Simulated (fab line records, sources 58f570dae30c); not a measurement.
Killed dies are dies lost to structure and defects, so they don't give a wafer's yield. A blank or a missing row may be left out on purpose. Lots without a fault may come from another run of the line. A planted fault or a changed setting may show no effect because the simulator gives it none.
Split-lot experiment | flow berkeley_cmos170 | 5 lots, 23 wafers read, on a route of 331 steps

THE SPLIT
At UCB170_PSD_COAT_01 (resist thk 900 nm), the setting spin_rpm was moved away from the recipe's 1500 rpm on 5 of the 23 wafers read, by -2.3% to +7.5%. The other wafers ran this setting at the recipe's value.

The reading is taken at the split's own step.

THE READING
KrF_of_PSD_COAT_01.thk_nm (the simulator's own value, which no gauge read), in nm, at UCB170_PSD_COAT_01 (resist thk 900 nm). The file gives no usual value for it. The 18 wafers here that ran the recipe average 900.5 nm, standard deviation 2.4 nm.

wafer  | tool, chamber at the split | spin_rpm as run, rpm | against the recipe | KrF_of_PSD_COAT_01.thk_nm, nm | against lot-mates on the recipe
L078.3 | litho_track-01, 0          | 1500                 | recipe             | 899.5                         | -
L078.4 | litho_track-01, 0          | 1500                 | recipe             | 899.5                         | -
L078.5 | litho_track-01, 0          | 1500                 | recipe             | 899.7                         | -
L074.1 | litho_track-03, 0          | 1500                 | recipe             | 901.9                         | -
L074.2 | litho_track-03, 0          | 1500                 | recipe             | 900.6                         | -
L074.3 | litho_track-03, 0          | 1500                 | recipe             | 903.1                         | -
L074.5 | litho_track-03, 0          | 1500                 | recipe             | 903.1                         | -
L074.6 | litho_track-03, 0          | 1500                 | recipe             | 904.5                         | -
L081.1 | litho_track-02, 0          | 1500                 | recipe             | 895.1                         | -
L081.2 | litho_track-02, 0          | 1500                 | recipe             | 898                           | -
L081.3 | litho_track-02, 0          | 1500                 | recipe             | 896.7                         | -
L081.4 | litho_track-02, 0          | 1465                 | -2.3%              | 904.4                         | +7.8
L081.6 | litho_track-02, 0          | 1465                 | -2.3%              | 908.5                         | +11.9
L084.1 | litho_track-01, 0          | 1500                 | recipe             | 901.1                         | -
L084.3 | litho_track-01, 0          | 1500                 | recipe             | 899.2                         | -
L084.4 | litho_track-01, 0          | 1500                 | recipe             | 900                           | -
L084.5 | litho_track-01, 0          | 1500                 | recipe             | 901.4                         | -
L084.6 | litho_track-01, 0          | 1500                 | recipe             | 902.6                         | -
L085.1 | litho_track-03, 0          | 1612                 | +7.5%              | 868.7                         | -33.1
L085.2 | litho_track-03, 0          | 1612                 | +7.5%              | 870.1                         | -31.7
L085.3 | litho_track-03, 0          | 1612                 | +7.5%              | 869.5                         | -32.3
L085.5 | litho_track-03, 0          | 1500                 | recipe             | 903.7                         | -
L085.6 | litho_track-03, 0          | 1500                 | recipe             | 899.9                         | -

THE FIT
A straight line over all 23 wafers: KrF_of_PSD_COAT_01.thk_nm changes by -4.02 nm for each +1% of spin_rpm; r = -0.98; the points scatter about the line by 2.5 nm.
The same after taking each lot's own level away (the mean of its wafers on the recipe; 23 wafers): -4.32 nm for each +1%; r = -0.99; scatter 1.3 nm.
On that fit, the largest move of spin_rpm shifts the reading by 32 nm.
The lots' own levels span 896.60 to 902.64 nm, that is 2.5 times the standard deviation above.
So the lot-to-lot level changes the slope little: the two slopes agree.
Check: with one of the wafers moved furthest among these (+7.5%) left out of the fit, the line predicts -32 nm for it against its lot-mates. It came out at -33.1 nm against them.

OTHER SPLITS ON THESE WAFERS
These wafers also went through other splits before the reading. Each is held against what the fit with the lots' levels taken away leaves over:
other split on the same wafers        | wafers away from the commonest value | r with KrF_of_PSD_COAT_01.thk_nm (lot level and that fit taken away)
UCB170_ZERO_COAT_01 spin_rpm          | 7                                    | +0.04
UCB170_ZERO_DEVELOP_05 develop_time_s | 6                                    | -0.05
UCB170_WELLDRIVE_OXIDATION_01 temp_c  | 10                                   | -0.01
UCB170_GATE_EXPOSE_09 dose_mj         | 8                                    | -0.27
UCB170_SPACER_ETCHBACK_03 time_s      | 8                                    | +0.02

THE WHOLE CHAIN: every reading that the file lists as answering this split, in the file's order
step                | what it does      | reading                                                                    | change (the file's fit)                                                              | r (the file's)
UCB170_PSD_COAT_01  | resist thk 900 nm | KrF_of_PSD_COAT_01.thk_nm (the simulator's own value, which no gauge read) | -4.32 nm for each +1% of the setting                                                 | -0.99
UCB170_PSD_STRIP_09 | strips in O2      | strip_time_to_endpoint_s                                                   | withheld for each +1% of the setting, in a fit together with dose_cm2@PSD_IMPLANT_08 | 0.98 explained

THE FILE'S OWN FIT
KrF_of_PSD_COAT_01.thk_nm changes by -4.32 nm for each +1% of spin_rpm, r = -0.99.
